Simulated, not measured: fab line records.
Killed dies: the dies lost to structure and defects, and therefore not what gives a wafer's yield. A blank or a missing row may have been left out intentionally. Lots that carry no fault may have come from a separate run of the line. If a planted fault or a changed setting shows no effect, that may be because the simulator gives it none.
fab line records    flow rit_cmos
record: lots: 15  wafers: 45  last_day: 7
route steps=202 shown NLDD@111
lots with no fault: from the same line, run without faults
start_h: start of the lot's first displayed wafer, in hours after the record's first day    wait_h: hours from the lot's prior step to this one    " as in the row above    L1.1+2: several wafers, shown together as one row    - either no value or no given start    * or withheld: withheld    < > ~ a bound
route shown NAME@n: names a module that has steps shown in the file, with the first one's number in the route    usual: mean and standard deviation over wafers with no fault    same: alike in all rows    chamber/n: place in a boat    sites: the reading at each site    _std_site: standard deviation of those values    _edge_site: inner sites' mean taken away from outer sites' mean    radius_mm: for every site, how far away it sits from the centre of the wafer    mask NAME#n: copy n    behind: tool/chamber where the wafer was last shaped    hold: cause of the lot's hold/its duration in hours/its outcome    device: the n, p or np transistor that did not switch    end of line: at the end of the route, the tests of the same wafers    a step given without rows: its recipe and nothing more    killed: dies that structure and defects cost at the first sort, which is not the same as the wafer's yield    map: the dies of a wafer, with x for killed, . for not killed, _ for no die there
set.NAME: the run value of the setting; set.NAME@STEP: its run value at that earlier step    model.NAME: the simulator's own value behind a step, which no gauge read
one table for each step of the route and one row for each wafer, over a sample of lots
services: a tool's chamber out of use, with start hour (start_h, from the record's first day; less than 0 if before it), hours out, and reason
== steps ==
step: RIT_NLDD_IMPLANT_08
recipe: species: P  energy_kev: 20  dose_cm2: 5e+14  tilt_deg: 7.244
usual: dose_ions_cm2: 5e+14/5.4e+11  faraday_current_uA: 1571/28  tilt_deg: 7.247/0.018
lot.wafer  tool          chamber  start_h  wait_h  dose_ions_cm2  faraday_current_uA  tilt_deg
L909.4     implanter-03  0        43.58    0.1     4.996e+14      1583                7.231
L909.5     "             0        "        "       4.993e+14      1570                7.257
L909.6     "             0        "        "       4.995e+14      1556                7.243
L910.2     implanter-04  0        46.87    0.1     5.005e+14      1567                7.234
L910.3     "             0        "        "       5.002e+14      1567                7.259
L910.4     "             0        "        "       4.994e+14      1602                7.249
L911.2     implanter-03  0        51.62    0.1     5.01e+14       1572                7.262
L911.3     "             0        "        "       5.008e+14      1602                7.279
L911.4     "             0        "        "       5.003e+14      1565                7.250
L912.4     implanter-01  0        58.38    0.1     4.997e+14      1631                7.232
L912.5     "             0        "        "       4.999e+14      1632                7.243
L912.6     "             0        "        "       5.004e+14      1604                7.237
L913.4     implanter-04  0        61.70    0.1     5.002e+14      1534                7.211
L913.5     "             0        "        "       5.003e+14      1567                7.240
L913.6     "             0        "        "       5.006e+14      1568                7.261
L914.2     implanter-04  0        68.36    0.1     4.769e+14      1441                7.222
L914.4     "             0        "        "       4.774e+14      1546                7.256
L914.5     "             0        "        "       4.765e+14      1525                7.249
L915.1     implanter-04  0        72.76    0.1     4.763e+14      1438                7.237
L915.3     "             0        "        "       4.77e+14       1476                7.244
L915.6     "             0        "        "       4.767e+14      1496                7.289
L916.1     implanter-04  0        76.99    0.1     4.775e+14      1516                7.262
L916.2     "             0        "        "       4.769e+14      1442                7.249
L916.4     "             0        "        "       4.772e+14      1552                7.260
L922.1     implanter-01  0        107.88   0.1     4.991e+14      1550                7.214
L922.2     "             0        "        "       4.996e+14      1589                7.239
L922.3     "             0        "        "       4.985e+14      1559                7.239
L923.2     implanter-01  0        112.39   0.1     5.005e+14      1599                7.256
L923.3     "             0        "        "       5.004e+14      1571                7.241
L923.6     "             0        "        "       5e+14          1561                7.257
L924.1     implanter-01  0        118.39   0.1     5e+14          1511                7.245
L924.3     "             0        "        "       5.001e+14      1546                7.255
L924.4     "             0        "        "       5.001e+14      1583                7.231
L925.2     implanter-01  0        124.04   0.1     5.005e+14      1583                7.246
L925.5     "             0        "        "       5.002e+14      1572                7.266
L925.6     "             0        "        "       5.001e+14      1600                7.273
L928.3     implanter-03  0        140.82   0.1     5e+14          1560                7.264
L928.4     "             0        "        "       5.002e+14      1549                7.251
L928.5     "             0        "        "       4.991e+14      1574                7.236
L930.2     implanter-03  0        147.23   0.1     4.995e+14      1600                7.248
L930.4     "             0        "        "       4.996e+14      1542                7.265
L930.5     "             0        "        "       4.987e+14      1599                7.245
L931.3     implanter-03  0        152.55   0.1     4.991e+14      1560                7.247
L931.4     "             0        "        "       5e+14          1607                7.261
L931.5     "             0        "        "       4.998e+14      1585                7.234
step: RIT_SDANNEAL_RS_MEAS_07
recipe: thk_meas_gauge: four-point-probe
usual: NLDD_RS: 151.6/0.67
lot.wafer  tool           chamber  start_h  wait_h  NLDD_RS[ohm/sq]
L909.4     film_metro-01  -        52.26    0.1     151.8
L909.5     "              -        "        "       152.2
L909.6     "              -        "        "       152.2
L910.2     film_metro-01  -        55.07    0.1     151.8
L910.3     "              -        "        "       151.7
L910.4     "              -        "        "       151.0
L911.2     film_metro-02  -        60.70    0.1     152.1
L911.3     "              -        "        "       152.4
L911.4     "              -        "        "       152.1
L912.4     film_metro-03  -        66.76    0.1     150.8
L912.5     "              -        "        "       151.3
L912.6     "              -        "        "       151.6
L913.4     film_metro-02  -        70.03    0.1     151.2
L913.5     "              -        "        "       152.1
L913.6     "              -        "        "       151.8
L914.2     film_metro-02  -        77.27    0.1     157.6
L914.4     "              -        "        "       158.7
L914.5     "              -        "        "       157.5
L915.1     film_metro-01  -        82.20    0.1     157.7
L915.3     "              -        "        "       157.3
L915.6     "              -        "        "       157.7
L916.1     film_metro-01  -        87.60    0.1     157.8
L916.2     "              -        "        "       158.0
L916.4     "              -        "        "       157.5
L922.1     film_metro-01  -        115.94   0.1     152.2
L922.2     "              -        "        "       152.3
L922.3     "              -        "        "       152.7
L923.2     film_metro-02  -        120.59   0.1     151.1
L923.3     "              -        "        "       151.4
L923.6     "              -        "        "       151.2
L924.1     film_metro-03  -        126.93   0.1     153.1
L924.3     "              -        "        "       153.5
L924.4     "              -        "        "       153.5
L925.2     film_metro-03  -        132.27   0.1     150.0
L925.5     "              -        "        "       150.8
L925.6     "              -        "        "       150.3
L928.3     film_metro-03  -        148.86   0.1     151.1
L928.4     "              -        "        "       150.7
L928.5     "              -        "        "       150.6
L930.2     film_metro-01  -        155.27   0.1     152.1
L930.4     "              -        "        "       151.3
L930.5     "              -        "        "       152.4
L931.3     film_metro-03  -        160.59   0.1     150.8
L931.4     "              -        "        "       152.1
L931.5     "              -        "        "       151.4
== services ==
tool          chamber  start_h  hours  kind
implanter-01  -        27.57    4.9    pm
implanter-03  -        34.26    3.4    repair
implanter-01  -        77.97    2.8    repair
== key ==
first_sign: step: RIT_NLDD_IMPLANT_08  reading: dose_ions_cm2  direction: down  sigmas: 43  usual: 5e+14  struck: 4.769e+14
effect: step: RIT_NLDD_IMPLANT_08  reading: faraday_current_uA  direction: down  sigmas: 2.8  usual: 1571  struck: 1492
effect: step: RIT_SDANNEAL_RS_MEAS_07  reading: NLDD_RS  direction: up  sigmas: 9.1  usual: 151.6  struck: 157.8
met_at RIT_NLDD_IMPLANT_08
struck_lots L914,L915,L916
tester_left_out L914,L915,L916
onset_between 61.70 68.36
fault: kind: process_parameter_drift  tool: implanter-04  chamber: -  onset_h: 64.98  steps: RIT_NLDD_IMPLANT_08  channel: dose_cm2  offset: -2.3572e+13  shape: step  end_h: 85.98  acts_in: these_recipes_only  stated: 5e+14
tester_left_out: of these lots the tester's yield and bins aren't shown, on N5 and GAA mostly nor the transistor test; their killed dies are dies lost to structure and defects alone, not to doping, threshold or leakage, so they don't give the yield
